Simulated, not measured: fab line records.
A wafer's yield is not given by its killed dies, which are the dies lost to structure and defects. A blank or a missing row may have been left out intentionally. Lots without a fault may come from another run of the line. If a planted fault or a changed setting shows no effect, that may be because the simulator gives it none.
Which of the tools did it? / flow berkeley-cmos170 / 21 wafers sampled from 7 lots at 1 step of a route of 331

## WHAT THE GAUGES READ, wafer by wafer
UCB170_PWELL_THK_MEAS_03.
lot=L292; measured=day 2 18:59; on=film-metro-01; PWELL_OXIDE_THK (nm)=26.9 26.6 26.7
lot=L294; measured=day 3 00:46; on=film-metro-04; PWELL_OXIDE_THK (nm)=26.8 26.6 27.1
lot=L300; measured=day 4 15:01; on=film-metro-04; PWELL_OXIDE_THK (nm)=28.3 28.9 28.6
lot=L304; measured=day 5 09:29; on=film-metro-04; PWELL_OXIDE_THK (nm)=28.5 28.4 28.5
lot=L310; measured=day 6 15:43; on=film-metro-03; PWELL_OXIDE_THK (nm)=26.3 26.2 25.7
lot=L312; measured=day 7 05:29; on=film-metro-03; PWELL_OXIDE_THK (nm)=26.1 25.3 25.8
lot=L314; measured=day 7 10:59; on=film-metro-03; PWELL_OXIDE_THK (nm)=26.2 25.9 26.6

## TOOL THAT RAN EACH LOT (tool first, then ch and the chambers of the sampled wafers, then the start)
The record holds no process step before these readings.

## THE ANSWER, worked out from the rows above alone
Rule: what is usual is taken from the lots themselves. The widest of any qualifying gaps counts: lots, ordered by their means at a reading, are off when they make up no more than a third of the lots, leave a main group of 4 or more, and stand apart from it by 3 or more times the standard deviation of that group's means. A main group is skipped when, at the precision printed for the reading in the tables above, its means are all equal. Also off: a lot with no number at a reading for which 4 or more lots have one. Where the step has rows for the other lots, those lots are counted as sound.
Off: at UCB170_PWELL_THK_MEAS_03 (PWELL_OXIDE_THK), L300, L304. Mean 26.3 nm and standard deviation 0.41 in the main group.
A tool fits if, at a process step before that reading, it ran every lot that is off, and no sound lot after the first of them. Those tools and the gauges at UCB170_PWELL_THK_MEAS_03 are tried in the same way. One fits: film-metro-04 at UCB170_PWELL_THK_MEAS_03. A fault onset in the window from L294 (day 3 00:46, its last sound lot) to L300 (day 4 15:01, its first lot off) fits.

## WHAT THE SIMULATOR HAD PUT IN
Metrology matching offset: film-metro-04, from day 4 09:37 on, at UCB170_PWELL_THK_MEAS_03. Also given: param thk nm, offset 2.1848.
Shown lots that were struck: L300, L304. The rule given above showed the same thing.
